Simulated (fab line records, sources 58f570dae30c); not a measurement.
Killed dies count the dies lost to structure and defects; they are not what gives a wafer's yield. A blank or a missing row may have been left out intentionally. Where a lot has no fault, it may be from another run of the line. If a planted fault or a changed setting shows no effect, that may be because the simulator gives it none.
Chamber matching	flow berkeley_cmos170	4 sister chambers for UCB170_V2_CMP_02 on cmp-02
The step polishes SiO2. 14 wafers are shown with their chamber, then 7 later ones without.

## WAFERS WITH THEIR CHAMBER
wafer	chamber	motor_current_A (A)	slurry_flow_ml_min
L966.1	2	17.5	149.7
L966.4	0	17.8	150.0
L966.6	0	19.4	149.6
L965.1	0	18.7	149.9
L965.4	3	16.0	150.1
L965.6	1	14.0	149.8
L968.2	1	14.8	149.8
L968.5	3	16.0	150.4
L968.6	2	17.8	149.8
L971.3	1	14.0	150.5
L971.4	3	16.7	149.9
L971.6	2	17.5	150.5
L972.1	0	18.5	149.8
L972.3	2	17.7	150.4

SIGNATURES (averages over the wafers above)
reading	chamber 0	chamber 1	chamber 2	chamber 3	scatter within a chamber
motor_current_A	18.600	14.267	17.625	16.233	0.461
slurry_flow_ml_min	149.825	150.033	150.100	150.133	0.323
Rule: a wafer's distance from a chamber is the root of the sum, over the readings, of the square of ((its reading less the chamber's mean) divided by the reading's scatter). If the next closest chamber is less than 2 further off than the closest, the wafer can't be placed; otherwise it belongs to the closest. The scatter: take each reading less its chamber's mean, square it, sum over the shown wafers, divide by the number of wafers less the number of chambers, and take the root.

## WAFERS MISSING THEIR CHAMBER
wafer	motor_current_A (A)	slurry_flow_ml_min
L972.5	13.8	149.7
L973.1	17.7	150.5
L973.5	16.1	149.8
L973.6	16.7	150.0
L974.3	17.9	149.6
L974.4	13.4	150.0
L974.6	13.8	149.8

## EACH ONE'S CHAMBER
wafer	from the rows above	in truth
L972.5	1	1
L973.1	can't be placed: 2 or 0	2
L973.5	3	3
L973.6	can't be placed: 3 or 2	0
L974.3	can't be placed: 2 or 0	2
L974.4	1	1
L974.6	1	1
Correct placement for 4 of the 7. Cannot be placed on the basis of these rows: 3; the candidates contain the true chamber in 2. Number placed wrongly: 0.
